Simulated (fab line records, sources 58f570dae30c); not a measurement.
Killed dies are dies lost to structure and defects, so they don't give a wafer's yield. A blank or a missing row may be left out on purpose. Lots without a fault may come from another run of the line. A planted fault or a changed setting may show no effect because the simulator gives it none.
Which tool did it? | flow berkeley_cmos170 | 14 lots, 42 wafers sampled, at 5 steps of a route of 331

WHAT THE GAUGES READ, wafer by wafer
UCB170_PWELL_THK_MEAS_03.
lot  | measured    | on            | PWELL_OXIDE_THK (nm)
L268 | day 3 08:49 | film_metro-03 | 26.6 26.3 26.8
L269 | day 3 08:44 | film_metro-02 | 26.4 26.6 27.2
L270 | day 3 18:39 | film_metro-03 | 26.8 26.6 26.6
L271 | day 3 18:38 | film_metro-02 | 25.6 26.5 26.0
L272 | day 4 05:03 | film_metro-03 | 26.7 27.3 27.2
L273 | day 4 05:04 | film_metro-02 | 26.4 26.6 26.4
L280 | day 5 21:19 | film_metro-02 | 26.7 27.1 27.0
L281 | day 5 21:19 | film_metro-03 | 27.3 27.6 27.3
L284 | day 6 11:28 | film_metro-04 | 26.6 26.3 26.3
L283 | day 6 11:26 | film_metro-02 | 25.8 25.5 26.0
L285 | day 6 21:40 | film_metro-03 | 26.6 26.8 26.4
L286 | day 7 06:26 | film_metro-03 | 26.5 25.8 26.4
L287 | day 7 06:25 | film_metro-02 | 26.7 26.1 26.1
L288 | day 7 06:29 | film_metro-04 | 27.4 27.8 27.0

UCB170_WELLDRIVE_THK_MEAS_02.
lot  | measured    | on            | WELLDRIVE_OXIDE_THK (nm)
L268 | day 4 07:02 | film_metro-01 | 197 200 200
L269 | day 4 07:01 | film_metro-03 | 200 201 198
L270 | day 4 16:18 | film_metro-01 | 198 204 205
L271 | day 4 16:17 | film_metro-03 | 197 198 198
L272 | day 5 05:46 | film_metro-01 | 204 204 203
L273 | day 5 05:47 | film_metro-03 | 200 203 201
L280 | day 6 17:59 | film_metro-03 | 175 178 180
L281 | day 6 17:58 | film_metro-01 | 179 179 178
L284 | day 7 11:43 | film_metro-01 | 200 197 199
L283 | day 7 11:38 | film_metro-04 | 205 204 203
L285 | day 7 16:20 | film_metro-04 | 206 208 211
L286 | day 8 04:42 | film_metro-03 | 199 201 198
L287 | day 8 04:41 | film_metro-01 | 199 197 202
L288 | day 8 04:42 | film_metro-04 | 203 203 206

UCB170_SACOX_THK_MEAS_02.
lot  | measured    | on            | SACOX_OXIDE_THK (nm)
L268 | day 5 21:03 | film_metro-03 | 15.00 15.09 14.77
L269 | day 5 21:02 | film_metro-04 | 14.85 14.73 14.76
L270 | day 6 05:34 | film_metro-03 | 14.80 14.70 14.75
L271 | day 6 05:33 | film_metro-01 | 14.65 14.69 14.56
L272 | day 6 17:32 | film_metro-03 | 14.16 14.19 14.21
L273 | day 6 17:31 | film_metro-04 | 14.43 14.17 14.09
L280 | day 8 10:18 | film_metro-03 | 14.44 14.37 14.40
L281 | day 8 10:17 | film_metro-04 | 13.81 14.18 14.16
L284 | day 9 08:38 | film_metro-03 | 14.55 14.56 14.72
L283 | day 9 08:37 | film_metro-04 | 14.36 14.34 14.50
L285 | day 9 08:37 | film_metro-01 | 14.49 14.60 14.58
L286 | day 9 18:56 | film_metro-03 | 14.77 14.65 14.38
L287 | day 9 18:56 | film_metro-04 | 14.99 14.69 14.66
L288 | day 9 18:56 | film_metro-01 | 14.90 14.72 14.91

WHICH TOOL RAN EACH LOT (tool, then ch and the chambers of the sampled wafers, then the start)
lot  | UCB170_ZERO_STRIP_07                | UCB170_WELLDRIVE_OXIDATION_01
L268 | plasma_asher-02 ch 0,1, day 2 07:08 | furnace-02 ch 0, day 4 03:31
L269 | plasma_asher-02 ch 0,1, day 2 11:18 | furnace-02 ch 0, day 4 03:31
L270 | plasma_asher-02 ch 0,1, day 2 19:59 | furnace-02 ch 0, day 4 12:46
L271 | plasma_asher-04 ch 1, day 2 20:01   | furnace-02 ch 0, day 4 12:46
L272 | plasma_asher-03 ch 0, day 3 03:29   | furnace-04 ch 0, day 5 02:16
L273 | plasma_asher-02 ch 0,1, day 3 06:57 | furnace-04 ch 0, day 5 02:16
L280 | plasma_asher-04 ch 0,1, day 4 18:55 | furnace-02 ch 0, day 6 14:28
L281 | plasma_asher-02 ch 0,1, day 4 23:26 | furnace-02 ch 0, day 6 14:28
L284 | plasma_asher-03 ch 0,1, day 5 13:16 | furnace-04 ch 0, day 7 08:05
L283 | plasma_asher-04 ch 0,1, day 5 13:28 | furnace-04 ch 0, day 7 08:05
L285 | plasma_asher-03 ch 0,1, day 5 17:13 | furnace-04 ch 0, day 7 12:50
L286 | plasma_asher-02 ch 0,1, day 5 23:19 | furnace-03 ch 0, day 8 01:11
L287 | plasma_asher-02 ch 0,1, day 6 07:25 | furnace-03 ch 0, day 8 01:11
L288 | plasma_asher-04 ch 0,1, day 6 07:41 | furnace-03 ch 0, day 8 01:11
- UCB170_ZERO_STRIP_07: strips in O2.
- UCB170_WELLDRIVE_OXIDATION_01: target thk 199 nm, ox time 9000 s.

WHAT THE TOOLS THEMSELVES READ (means of the sampled wafers that have a number; where no wafer has one, the mark that the record gives instead)
UCB170_ZERO_STRIP_07.
lot  | tool            | drypump_motor_current_A (A) | oes_product_au (a.u.) | strip_time_to_endpoint_s (s)
L268 | plasma_asher-02 | 5.85                        | 0.727                 | 21.63
L269 | plasma_asher-02 | 5.76                        | 0.731                 | 21.47
L270 | plasma_asher-02 | 5.77                        | 0.722                 | 21.43
L271 | plasma_asher-04 | 5.19                        | 0.727                 | 21.47
L272 | plasma_asher-03 | 5.71                        | 0.728                 | 21.57
L273 | plasma_asher-02 | 5.84                        | 0.725                 | 21.45
L280 | plasma_asher-04 | 5.27                        | 0.726                 | 21.51
L281 | plasma_asher-02 | 5.76                        | 0.725                 | 21.43
L284 | plasma_asher-03 | 5.81                        | 0.723                 | 21.49
L283 | plasma_asher-04 | 5.25                        | 0.723                 | 21.41
L285 | plasma_asher-03 | 5.87                        | 0.732                 | 21.46
L286 | plasma_asher-02 | 5.84                        | 0.725                 | 21.49
L287 | plasma_asher-02 | 5.75                        | 0.725                 | 21.41
L288 | plasma_asher-04 | 5.34                        | 0.728                 | 21.52

UCB170_WELLDRIVE_OXIDATION_01.
lot  | tool       | spike_tc_load_C (C)
L268 | furnace-02 | 1125.4
L269 | furnace-02 | 1125.0
L270 | furnace-02 | 1125.7
L271 | furnace-02 | 1124.9
L272 | furnace-04 | 1127.6
L273 | furnace-04 | 1129.4
L280 | furnace-02 | 1125.4
L281 | furnace-02 | 1125.3
L284 | furnace-04 | 1129.0
L283 | furnace-04 | 1128.5
L285 | furnace-04 | 1127.8
L286 | furnace-03 | 1121.5
L287 | furnace-03 | 1120.0
L288 | furnace-03 | 1121.1

THE ANSWER, worked out from the rows above alone
Rule: what is usual is taken from the lots themselves. Put in order of their means at a reading, lots are off if they are a third of the lots or fewer, leave a main group of 4 or more, and stand apart from it by a gap of 3 or more times the standard deviation of the main group's means; of several such gaps the widest counts. A main group whose means are all the same, to the digits that the tables above print for the reading, isn't used. A lot without any number at a reading at which 4 lots or more have one is off too. The other lots that the step has rows for count as sound. The gauges are gone through in route order, then the tools' own readings, and for those a lot's mean is taken as printed above. The first step at which some lot is off is used, and at that step the reading that is off furthest; a lot without a number counts as furthest.
Off: L280, L281, at UCB170_WELLDRIVE_THK_MEAS_02 (WELLDRIVE_OXIDE_THK). The main group: mean 201 nm, standard deviation 3.
A tool fits if, at a process step before that reading, it ran every lot that is off, and no sound lot after the first of them. The gauges at UCB170_WELLDRIVE_THK_MEAS_02 are tried like those tools. One fits: furnace-02 at UCB170_WELLDRIVE_OXIDATION_01. Its last sound lot is L270 (day 4 12:46), its first lot that is off L280 (day 6 14:28): a fault that began between those two fits.

WHAT THE SIMULATOR HAD PUT IN
Process parameter drift: furnace-02, from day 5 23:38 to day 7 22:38, at UCB170_WELLDRIVE_OXIDATION_01. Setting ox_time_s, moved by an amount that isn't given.
Lots struck among those shown: L281, L280. The rule above found the same.
